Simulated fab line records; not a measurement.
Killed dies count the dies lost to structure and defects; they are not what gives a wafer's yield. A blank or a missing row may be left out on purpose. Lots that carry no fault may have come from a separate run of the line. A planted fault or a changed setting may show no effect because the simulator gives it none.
The tool behind it: which one?	flow rit_cmos	13 lots, 39 wafers sampled, at 5 steps of a route of 202

## WHAT EACH GAUGE READ, for each wafer
RIT_SDANNEAL_RS_MEAS_06: the measuring method here is four-point-probe. Usual: PLDD_RS typically reads 178.4 ohm/sq, with standard deviation 0.48.
lot	measured	on	PLDD_RS (ohm/sq)	flag
L353	day 3 01:17	film_metro-04	177.9 177.6 178.1	
L354	day 3 08:42	film_metro-03	178.4 178.9 178.4	
L355	day 3 13:13	film_metro-04	178.3 178.1 178.5	
L360	day 4 17:41	film_metro-03	178.7 179.0 179.4	
L363	day 5 03:47	film_metro-04	178.9 179.1 178.8	
L365	day 5 12:59	film_metro-02	179.0 178.8 178.5	
L367	day 6 00:46	film_metro-02	178.9 178.9 178.9	
L368	day 6 05:15	film_metro-04	179.5 179.4 179.6	
L370	day 6 17:11	film_metro-02	178.3 178.6 178.3	
L372	day 7 01:20	film_metro-02	178.9 178.5 178.2	
L373	day 7 09:37	film_metro-02	178.9 178.9 178.9	
L375	day 7 17:41	film_metro-02	178.9 178.7 178.7	
L376	day 7 23:20	film_metro-04	177.8 178.7 178.2	

RIT_CONTACT_OVL_MEAS_09. Usual: CONTACT_OVL typically reads 0.5 nm, with standard deviation 1.4.
lot	measured	on	CONTACT_OVL (nm)	flag
L353	day 3 03:24	overlay-02	-1.5 0.6 0.0	
L354	day 3 10:48	overlay-01	0.3 -1.7 0.0	
L355	day 3 15:15	overlay-01	2.7 2.2 2.2	
L360	day 4 19:40	overlay-02	-1.2 0.9 -2.3	
L363	day 5 05:53	overlay-02	0.1 -1.3 -0.3	
L365	day 5 14:56	overlay-02	-0.8 -0.9 0.8	
L367	day 6 02:56	overlay-02	2.5 1.9 2.6	
L368	day 6 07:13	overlay-02	0.0 -0.4 0.8	
L370	day 6 19:10	overlay-01	-1.4 -0.8 -1.7	
L372	day 7 03:25	overlay-01	-0.1 0.2 0.3	
L373	day 7 11:34	overlay-02	1.1 1.2 1.7	
L375	day 7 19:41	overlay-01	-0.3 -0.4 0.3	
L376	day 8 01:23	overlay-01	2.8 2.7 2.9	

RIT_M1_CD_MEAS_90: the cd target is 2600 nm. Usual: cd_nm reads 2599.2 nm (standard deviation 2.8).
lot	measured	on	cd_nm (nm)	flag
L353	day 3 06:43	cd_sem-02	2598.1 2599.8 2599.3	
L354	day 3 14:14	cd_sem-02	2602.8 2602.6 2605.5	
L355	day 3 18:33	cd_sem-02	2595.3 2599.8 2598.8	
L360	day 4 23:00	cd_sem-01	2586.9 2587.9 2599.7	
L363	day 5 09:23	cd_sem-02	2598.1 2589.3 2599.1	
L365	day 5 18:19	cd_sem-02	2602.0 2603.4 2594.4	
L367	day 6 06:24	cd_sem-01	2598.6 2601.3 2598.5	
L368	day 6 10:32	cd_sem-01	2601.2 2600.0 2597.9	
L370	day 6 22:46	cd_sem-01	2602.2 2598.3 2599.2	
L372	day 7 06:43	cd_sem-01	2600.0 2600.7 2599.5	
L373	day 7 15:07	cd_sem-01	2596.0 2595.1 2596.6	
L375	day 7 23:00	cd_sem-01	2602.4 2597.6 2601.1	
L376	day 8 05:01	cd_sem-02	2596.5 2597.7 2594.8	

## EACH LOT AND THE TOOL THAT RAN IT (in order: tool; ch and the chambers of the sampled wafers; start)
lot	RIT_M1_METAL_ETCH_12	RIT_M1_STRIP_14
L353	rie_metal-03 ch 0,1, day 3 06:11	plasma_asher-04 ch 0,1, day 3 06:31
L354	rie_metal-04 ch 0,1, day 3 13:43	plasma_asher-03 ch 0,1, day 3 14:04
L355	rie_metal-02 ch 0,1, day 3 18:02	plasma_asher-01 ch 1, day 3 18:23
L360	rie_metal-04 ch 0,1, day 4 22:27	plasma_asher-03 ch 0,1, day 4 22:49
L363	rie_metal-04 ch 0,1, day 5 08:52	plasma_asher-04 ch 0,1, day 5 09:13
L365	rie_metal-03 ch 0,1, day 5 17:43	plasma_asher-03 ch 0,1, day 5 18:08
L367	rie_metal-02 ch 0,1, day 6 05:52	plasma_asher-01 ch 0,1, day 6 06:14
L368	rie_metal-03 ch 0,1, day 6 10:01	plasma_asher-03 ch 1, day 6 10:22
L370	rie_metal-02 ch 0,1, day 6 22:14	plasma_asher-04 ch 0,1, day 6 22:35
L372	rie_metal-02 ch 0,1, day 7 06:11	plasma_asher-04 ch 0,1, day 7 06:33
L373	rie_metal-03 ch 0,1, day 7 14:35	plasma_asher-01 ch 0,1, day 7 14:56
L375	rie_metal-02 ch 0,1, day 7 22:29	plasma_asher-01 ch 0,1, day 7 22:49
L376	rie_metal-03 ch 0,1, day 8 04:29	plasma_asher-03 ch 0,1, day 8 04:49
- RIT_M1_METAL_ETCH_12: etches Al in Cl2/BCl3, stops on SiO2, time 165 s, target depth 600 nm.
- RIT_M1_STRIP_14: strips in O2, time 180 s.

## WHAT THE TOOLS THEMSELVES READ (means of the sampled wafers that have a number; where no wafer has one, the mark that the record gives instead)
RIT_M1_METAL_ETCH_12. Usual: drypump_motor_current_A 5.9 A, standard deviation 0.4; he_backside_leak_sccm 3.4 sccm, standard deviation 0.36; oes_product_au 0.772 a.u., standard deviation 0.012; throttle_valve_pct 8.26 %, standard deviation 0.08.
lot	tool	drypump_motor_current_A (A)	he_backside_leak_sccm (sccm)	oes_product_au (a.u.)	throttle_valve_pct (%)	flag
L353	rie_metal-03	6.0	3.5	0.789	8.28	
L354	rie_metal-04	5.7	3.5	0.773	8.28	
L355	rie_metal-02	5.9	3.2	0.765	8.22	
L360	rie_metal-04	5.5	3.4	0.681	8.33	OFF
L363	rie_metal-04	5.7	3.5	0.728	8.28	OFF
L365	rie_metal-03	6.0	3.6	0.774	8.27	
L367	rie_metal-02	5.9	3.1	0.769	8.24	
L368	rie_metal-03	6.0	3.5	0.778	8.28	
L370	rie_metal-02	5.9	3.1	0.771	8.23	
L372	rie_metal-02	6.3	3.2	0.767	8.17	
L373	rie_metal-03	6.0	3.4	0.772	8.28	
L375	rie_metal-02	6.3	3.2	0.762	8.17	
L376	rie_metal-03	6.0	3.5	0.765	8.28	

RIT_M1_STRIP_14. Usual: drypump_motor_current_A reads 5.5 A (standard deviation 0.32).
lot	tool	drypump_motor_current_A (A)	flag
L353	plasma_asher-04	5.3	
L354	plasma_asher-03	5.5	
L355	plasma_asher-01	5.7	
L360	plasma_asher-03	5.7	
L363	plasma_asher-04	5.3	
L365	plasma_asher-03	5.8	
L367	plasma_asher-01	5.6	
L368	plasma_asher-03	6.0	
L370	plasma_asher-04	5.5	
L372	plasma_asher-04	5.3	
L373	plasma_asher-01	5.6	
L375	plasma_asher-01	5.6	
L376	plasma_asher-03	5.7	

## THE ANSWER, worked out from the rows above alone
Rule: a lot counts as off when the mean over its wafers that have a number is more than 3 standard deviations away from the usual mean. Also off: a lot with no number at a reading for which 4 or more lots have one. Any other lot the step has rows for is counted as sound. After the gauges, taken in route order, come the tools' own readings; for these a lot's mean is taken, as printed above. The first step at which some lot is off is used, and at that step the reading that is off furthest; a lot without a number counts as furthest.
Off: L360, L363 (RIT_M1_METAL_ETCH_12, oes_product_au).
If a tool, at that step or one of the process steps before it, ran each lot that is off and ran no sound lot following the first of them, it fits. One fits: rie_metal-04 at RIT_M1_METAL_ETCH_12. Its last sound lot is L354 (day 3 13:43), its first lot that is off L360 (day 4 22:27): a fault that began between those two fits.
On the lots that are off, the tool's own readings at RIT_M1_METAL_ETCH_12 differ by more than 5 times the standard deviation of the sound lots' means, which bears it out; oes_product_au reads 0.705 a.u. there versus 0.771 a.u. on the sound lots.

## WHAT HAD BEEN PUT IN BY THE SIMULATOR
rie_metal-04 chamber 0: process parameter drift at RIT_M1_METAL_ETCH_12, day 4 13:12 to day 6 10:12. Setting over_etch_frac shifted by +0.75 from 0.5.
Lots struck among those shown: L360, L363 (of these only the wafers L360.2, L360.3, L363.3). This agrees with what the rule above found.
